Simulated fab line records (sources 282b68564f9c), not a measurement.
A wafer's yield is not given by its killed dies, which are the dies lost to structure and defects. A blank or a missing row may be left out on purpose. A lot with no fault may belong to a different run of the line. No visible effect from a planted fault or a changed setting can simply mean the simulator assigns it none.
Which tool did it? :: flow rit-cmos :: 14 lots, 42 wafers sampled, at 5 steps of a route of 202

## WHAT EACH GAUGE READ, for each wafer
RIT_PLDD_OVL_MEAS_06. Usual: for PLDD_OVL the level is 1.0 nm and the standard deviation is 1.3.
lot: L788
measured: day 2 20:10
on: overlay-02
PLDD_OVL (nm): 0.7 2.3 2.5
flag: 

lot: L789
measured: day 3 00:22
on: overlay-02
PLDD_OVL (nm): -0.7 -0.8 0.6
flag: 

lot: L790
measured: day 3 07:01
on: overlay-01
PLDD_OVL (nm): 1.4 1.3 0.5
flag: 

lot: L791
measured: day 3 11:16
on: overlay-01
PLDD_OVL (nm): 2.7 1.8 2.2
flag: 

lot: L792
measured: day 3 15:38
on: overlay-01
PLDD_OVL (nm): 0.0 0.6 1.4
flag: 

lot: L795
measured: day 4 07:31
on: overlay-01
PLDD_OVL (nm): 1.8 1.9 0.7
flag: 

lot: L798
measured: day 4 20:40
on: overlay-01
PLDD_OVL (nm): 0.2 0.5 2.0
flag: 

lot: L800
measured: day 5 07:41
on: overlay-02
PLDD_OVL (nm): -0.2 1.1 0.6
flag: 

lot: L802
measured: day 5 17:16
on: overlay-01
PLDD_OVL (nm): 2.1 -1.9 1.2
flag: 

lot: L803
measured: day 5 21:02
on: overlay-01
PLDD_OVL (nm): 1.9 -0.1 0.5
flag: 

lot: L805
measured: day 6 09:08
on: overlay-02
PLDD_OVL (nm): 0.3 0.7 1.8
flag: 

lot: L806
measured: day 6 13:29
on: overlay-02
PLDD_OVL (nm): 1.2 1.9 1.7
flag: 

lot: L808
measured: day 7 02:05
on: overlay-01
PLDD_OVL (nm): 1.6 0.6 3.2
flag: 

lot: L810
measured: day 7 09:31
on: overlay-02
PLDD_OVL (nm): -1.1 0.8 1.6
flag: 

RIT_M1_THK_MEAS_02: measures by xrf. Usual: for M1_AL_THK the level is 397 nm and the standard deviation is 4.7.
lot: L788
measured: day 3 06:31
on: film-metro-01
M1_AL_THK (nm): 397 399 396
flag: 

lot: L789
measured: day 3 10:47
on: film-metro-03
M1_AL_THK (nm): 400 404 398
flag: 

lot: L790
measured: day 3 17:20
on: film-metro-01
M1_AL_THK (nm): 399 404 402
flag: 

lot: L791
measured: day 3 21:37
on: film-metro-01
M1_AL_THK (nm): 396 399 397
flag: 

lot: L792
measured: day 4 01:52
on: film-metro-01
M1_AL_THK (nm): 397 395 394
flag: 

lot: L795
measured: day 4 17:44
on: film-metro-01
M1_AL_THK (nm): 397 401 403
flag: 

lot: L798
measured: day 5 07:13
on: film-metro-04
M1_AL_THK (nm): 394 395 395
flag: 

lot: L800
measured: day 5 17:47
on: film-metro-01
M1_AL_THK (nm): 407 395 399
flag: 

lot: L802
measured: day 6 03:32
on: film-metro-04
M1_AL_THK (nm): 397 395 391
flag: 

lot: L803
measured: day 6 07:41
on: film-metro-04
M1_AL_THK (nm): 398 389 395
flag: 

lot: L805
measured: day 6 19:07
on: film-metro-03
M1_AL_THK (nm): 399 397 399
flag: 

lot: L806
measured: day 7 00:10
on: film-metro-03
M1_AL_THK (nm): 399 401 398
flag: 

lot: L808
measured: day 7 12:13
on: film-metro-03
M1_AL_THK (nm): 394 394 388
flag: 

lot: L810
measured: day 7 20:14
on: film-metro-01
M1_AL_THK (nm): 394 394 392
flag: 

RIT_M1_CD_MEAS_90: the cd target is 2600 nm. Usual: cd-nm 2600 nm, standard deviation 3.2.
lot: L788
measured: day 3 08:34
on: cd-sem-01
cd-nm (nm): 2602 2599 2600
flag: 

lot: L789
measured: day 3 12:40
on: cd-sem-01
cd-nm (nm): 2596 2597 2597
flag: 

lot: L790
measured: day 3 19:13
on: cd-sem-01
cd-nm (nm): 2603 2598 2597
flag: 

lot: L791
measured: day 3 23:32
on: cd-sem-01
cd-nm (nm): 2598 2593 2593
flag: 

lot: L792
measured: day 4 03:44
on: cd-sem-01
cd-nm (nm): 2602 2602 2595
flag: 

lot: L795
measured: day 4 19:47
on: cd-sem-01
cd-nm (nm): 2588 2597 2599
flag: 

lot: L798
measured: day 5 09:17
on: cd-sem-01
cd-nm (nm): 2598 2591 2597
flag: 

lot: L800
measured: day 5 19:43
on: cd-sem-02
cd-nm (nm): 2599 2597 2599
flag: 

lot: L802
measured: day 6 05:32
on: cd-sem-01
cd-nm (nm): 2600 2597 2595
flag: 

lot: L803
measured: day 6 09:33
on: cd-sem-02
cd-nm (nm): 2603 2608 2605
flag: 

lot: L805
measured: day 6 21:00
on: cd-sem-02
cd-nm (nm): 2602 2600 2602
flag: 

lot: L806
measured: day 7 02:01
on: cd-sem-02
cd-nm (nm): 2601 2601 2601
flag: 

lot: L808
measured: day 7 14:05
on: cd-sem-02
cd-nm (nm): 2602 2603 2605
flag: 

lot: L810
measured: day 7 22:13
on: cd-sem-01
cd-nm (nm): 2601 2601 2597
flag: 

## WHICH TOOL RAN EACH LOT (tool, then ch and the chambers of the sampled wafers, then the start)
lot: L788
RIT_NRETRO_STRIP_09: plasma-asher-02 ch 0,1, day 2 07:20
RIT_M1_METAL_ETCH_12: rie-metal-03 ch 0,1, day 3 08:01

lot: L789
RIT_NRETRO_STRIP_09: plasma-asher-01 ch 0,1, day 2 11:35
RIT_M1_METAL_ETCH_12: rie-metal-01 ch 0,1, day 3 12:09

lot: L790
RIT_NRETRO_STRIP_09: plasma-asher-02 ch 0,1, day 2 15:31
RIT_M1_METAL_ETCH_12: rie-metal-02 ch 0,1, day 3 18:43

lot: L791
RIT_NRETRO_STRIP_09: plasma-asher-02 ch 0,1, day 2 20:38
RIT_M1_METAL_ETCH_12: rie-metal-03 ch 0,1, day 3 23:02

lot: L792
RIT_NRETRO_STRIP_09: plasma-asher-03 ch 0,1, day 3 02:41
RIT_M1_METAL_ETCH_12: rie-metal-01 ch 0,1, day 4 03:13

lot: L795
RIT_NRETRO_STRIP_09: plasma-asher-02 ch 0,1, day 3 18:17
RIT_M1_METAL_ETCH_12: rie-metal-01 ch 0,1, day 4 19:16

lot: L798
RIT_NRETRO_STRIP_09: plasma-asher-03 ch 0,1, day 4 07:52
RIT_M1_METAL_ETCH_12: rie-metal-01 ch 0,1, day 5 08:35

lot: L800
RIT_NRETRO_STRIP_09: plasma-asher-03 ch 1, day 4 18:42
RIT_M1_METAL_ETCH_12: rie-metal-03 ch 1, day 5 19:11

lot: L802
RIT_NRETRO_STRIP_09: plasma-asher-01 ch 0,1, day 5 03:32
RIT_M1_METAL_ETCH_12: rie-metal-02 ch 0,1, day 6 05:02

lot: L803
RIT_NRETRO_STRIP_09: plasma-asher-02 ch 0,1, day 5 08:05
RIT_M1_METAL_ETCH_12: rie-metal-03 ch 0,1, day 6 09:01

lot: L805
RIT_NRETRO_STRIP_09: plasma-asher-03 ch 0,1, day 5 19:50
RIT_M1_METAL_ETCH_12: rie-metal-03 ch 0,1, day 6 20:30

lot: L806
RIT_NRETRO_STRIP_09: plasma-asher-02 ch 0,1, day 6 00:17
RIT_M1_METAL_ETCH_12: rie-metal-03 ch 0, day 7 01:29

lot: L808
RIT_NRETRO_STRIP_09: plasma-asher-03 ch 0,1, day 6 09:14
RIT_M1_METAL_ETCH_12: rie-metal-02 ch 0,1, day 7 13:34

lot: L810
RIT_NRETRO_STRIP_09: plasma-asher-03 ch 0,1, day 6 20:41
RIT_M1_METAL_ETCH_12: rie-metal-01 ch 0,1, day 7 21:43
- RIT_NRETRO_STRIP_09: strips in O2, time 180 s.
- RIT_M1_METAL_ETCH_12: etches Al in Cl2/BCl3, stops on SiO2, time 165 s, target depth 600 nm.

## WHAT THE TOOLS THEMSELVES READ (means of the sampled wafers that have a number; where no wafer has one, the mark that the record gives instead)
RIT_NRETRO_STRIP_09. Usual: drypump-motor-current-A 5.7 A, standard deviation 0.4.
lot: L788
tool: plasma-asher-02
drypump-motor-current-A (A): 6.1
flag: 

lot: L789
tool: plasma-asher-01
drypump-motor-current-A (A): 5.6
flag: 

lot: L790
tool: plasma-asher-02
drypump-motor-current-A (A): 6.1
flag: 

lot: L791
tool: plasma-asher-02
drypump-motor-current-A (A): 6.2
flag: 

lot: L792
tool: plasma-asher-03
drypump-motor-current-A (A): 5.4
flag: 

lot: L795
tool: plasma-asher-02
drypump-motor-current-A (A): 6.2
flag: 

lot: L798
tool: plasma-asher-03
drypump-motor-current-A (A): 5.4
flag: 

lot: L800
tool: plasma-asher-03
drypump-motor-current-A (A): 5.5
flag: 

lot: L802
tool: plasma-asher-01
drypump-motor-current-A (A): 5.6
flag: 

lot: L803
tool: plasma-asher-02
drypump-motor-current-A (A): 6.1
flag: 

lot: L805
tool: plasma-asher-03
drypump-motor-current-A (A): 5.3
flag: 

lot: L806
tool: plasma-asher-02
drypump-motor-current-A (A): 6.1
flag: 

lot: L808
tool: plasma-asher-03
drypump-motor-current-A (A): 5.3
flag: 

lot: L810
tool: plasma-asher-03
drypump-motor-current-A (A): 5.3
flag: 

RIT_M1_METAL_ETCH_12. Usual: drypump-motor-current-A 5.7 A, standard deviation 0.39; oes-product-au 0.780 a.u., standard deviation 0.017; throttle-valve-pct 8.19 %, standard deviation 0.089.
lot: L788
tool: rie-metal-03
drypump-motor-current-A (A): 5.4
oes-product-au (a.u.): 0.791
throttle-valve-pct (%): 8.10
flag: 

lot: L789
tool: rie-metal-01
drypump-motor-current-A (A): 5.7
oes-product-au (a.u.): 0.774
throttle-valve-pct (%): 8.21
flag: 

lot: L790
tool: rie-metal-02
drypump-motor-current-A (A): 5.8
oes-product-au (a.u.): 0.772
throttle-valve-pct (%): 8.24
flag: 

lot: L791
tool: rie-metal-03
drypump-motor-current-A (A): 5.6
oes-product-au (a.u.): 0.799
throttle-valve-pct (%): 8.12
flag: 

lot: L792
tool: rie-metal-01
drypump-motor-current-A (A): 5.8
oes-product-au (a.u.): 0.772
throttle-valve-pct (%): 8.27
flag: 

lot: L795
tool: rie-metal-01
drypump-motor-current-A (A): 5.7
oes-product-au (a.u.): 0.729
throttle-valve-pct (%): 8.21
flag: OFF

lot: L798
tool: rie-metal-01
drypump-motor-current-A (A): 5.7
oes-product-au (a.u.): 0.720
throttle-valve-pct (%): 8.21
flag: OFF

lot: L800
tool: rie-metal-03
drypump-motor-current-A (A): 5.1
oes-product-au (a.u.): 0.788
throttle-valve-pct (%): 8.06
flag: 

lot: L802
tool: rie-metal-02
drypump-motor-current-A (A): 6.0
oes-product-au (a.u.): 0.764
throttle-valve-pct (%): 8.25
flag: 

lot: L803
tool: rie-metal-03
drypump-motor-current-A (A): 5.4
oes-product-au (a.u.): 0.790
throttle-valve-pct (%): 8.08
flag: 

lot: L805
tool: rie-metal-03
drypump-motor-current-A (A): 5.3
oes-product-au (a.u.): 0.796
throttle-valve-pct (%): 8.08
flag: 

lot: L806
tool: rie-metal-03
drypump-motor-current-A (A): 5.9
oes-product-au (a.u.): 0.807
throttle-valve-pct (%): 8.14
flag: 

lot: L808
tool: rie-metal-02
drypump-motor-current-A (A): 5.8
oes-product-au (a.u.): 0.764
throttle-valve-pct (%): 8.24
flag: 

lot: L810
tool: rie-metal-01
drypump-motor-current-A (A): 5.7
oes-product-au (a.u.): 0.767
throttle-valve-pct (%): 8.21
flag: 

## THE ANSWER, worked out from the rows above alone
Rule: lot off if the mean of its wafers having a number is beyond 3 standard deviations from the usual mean. Also off: a lot with no number at a reading for which 4 or more lots have one. The other lots that the step has rows for count as sound. First the gauges in route order, then the tools' own readings, where a lot's mean is used as printed above. The first step at which some lot is off is used, and at that step the reading that is off furthest; a lot without a number counts as furthest.
Off, at RIT_M1_METAL_ETCH_12 on oes-product-au: L795, L798.
If a tool, at that step or one of the process steps before it, ran each lot that is off and ran no sound lot following the first of them, it fits. Of those tried, none fits.

## WHAT THE SIMULATOR PUT IN
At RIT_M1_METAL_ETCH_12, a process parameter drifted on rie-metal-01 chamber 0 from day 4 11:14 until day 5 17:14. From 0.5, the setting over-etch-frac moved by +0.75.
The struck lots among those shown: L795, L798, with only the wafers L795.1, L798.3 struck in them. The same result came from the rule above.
